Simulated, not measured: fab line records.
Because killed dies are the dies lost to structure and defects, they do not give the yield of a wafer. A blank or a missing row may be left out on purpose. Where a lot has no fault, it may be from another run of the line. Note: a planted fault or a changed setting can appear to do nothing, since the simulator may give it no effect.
Split-lot experiment    flow berkeley cmos170    route with 331 steps; 5 lots, 23 wafers read

THE SPLIT ITSELF
At UCB170_FIELD_OXIDATION_01 (target thk 558.3 nm, ox time 7200 s), the setting temp c was moved away from the recipe's 1000 C on 20 of the 23 wafers read, by -2.6% to +1.5%. The other wafers ran this setting at the recipe's value.

FROM THE SPLIT TO THE READING: what the file shows between them, 5 steps
- UCB170_FIELD_THK_MEAS_02
- UCB170_FIELD_ANNEAL_03: time 1200 s
- UCB170_FIELD_WET_ETCH_04: etches SiO2 in dHF, time 60 s
- UCB170_FIELD_WET_ETCH_05: etches Si3N4 in H3PO4, time 12600 s
- UCB170_FIELD_WET_ETCH_06: etches SiO2 in BOE, time 22 s

THE READING
FIELD_OXIDE_LEFT_1_THK at UCB170_FIELD_THK_MEAS_90, in nm. Typical for fault-free wafers on this fab line: 435 nm, with standard deviation 6.7 nm.

wafer   tool, chamber at the split  temp c as run, C  against the recipe  FIELD_OXIDE_LEFT_1_THK, nm  against lot-mates on the recipe
L076.3  furnace-01, 0               1000              recipe              441                         -
L076.5  furnace-01, 0               1000              recipe              430                         -
L076.6  furnace-01, 0               1000              recipe              444                         -
L077.1  -, -                        974               -2.6%               340                         no lot-mate on the recipe
L077.2  -, -                        974               -2.6%               339                         no lot-mate on the recipe
L077.3  -, -                        974               -2.6%               340                         no lot-mate on the recipe
L077.5  -, -                        974               -2.6%               332                         no lot-mate on the recipe
L077.6  -, -                        974               -2.6%               336                         no lot-mate on the recipe
L080.1  -, -                        980.7             -1.9%               378                         no lot-mate on the recipe
L080.2  -, -                        980.7             -1.9%               371                         no lot-mate on the recipe
L080.3  -, -                        980.7             -1.9%               387                         no lot-mate on the recipe
L080.4  -, -                        980.7             -1.9%               373                         no lot-mate on the recipe
L080.5  -, -                        980.7             -1.9%               370                         no lot-mate on the recipe
L078.1  -, -                        1015              +1.5%               487                         no lot-mate on the recipe
L078.3  -, -                        1015              +1.5%               484                         no lot-mate on the recipe
L078.4  -, -                        1015              +1.5%               475                         no lot-mate on the recipe
L078.5  -, -                        1015              +1.5%               483                         no lot-mate on the recipe
L078.6  -, -                        1015              +1.5%               478                         no lot-mate on the recipe
L083.2  -, -                        980.2             -2.0%               363                         no lot-mate on the recipe
L083.3  -, -                        980.2             -2.0%               363                         no lot-mate on the recipe
L083.4  -, -                        980.2             -2.0%               368                         no lot-mate on the recipe
L083.5  -, -                        980.2             -2.0%               363                         no lot-mate on the recipe
L083.6  -, -                        980.2             -2.0%               363                         no lot-mate on the recipe

THE FIT
A straight line over all 23 wafers: FIELD_OXIDE_LEFT_1_THK changes by +34.2 nm for each +1% of temp c; r = +0.99; the points scatter about the line by 7.6 nm.
Too few moved wafers have a lot-mate on the recipe to fit a line with each lot's own level taken away.

THE WHOLE CHAIN: every reading that the file lists as answering this split, in the file's order
step                       what it does                         reading                                                                             change (the file's fit)             r (the file's)
UCB170_FIELD_OXIDATION_01  target thk 558.3 nm, ox time 7200 s  SiO2_of_FIELD_OXIDATION_01.thk nm (the simulator's own value, which no gauge read)  +34 nm for each +1% of the setting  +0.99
UCB170_FIELD_THK_MEAS_02                                        FIELD_OXIDE_THK                                                                     +34 for each +1% of the setting     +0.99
UCB170_FIELD_THK_MEAS_90                                        FIELD_OXIDE_LEFT_1_THK                                                              +34.2 for each +1% of the setting   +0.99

THE FILE'S OWN FIT
FIELD_OXIDE_LEFT_1_THK changes by +34.2 nm for each +1% of temp c, r = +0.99.
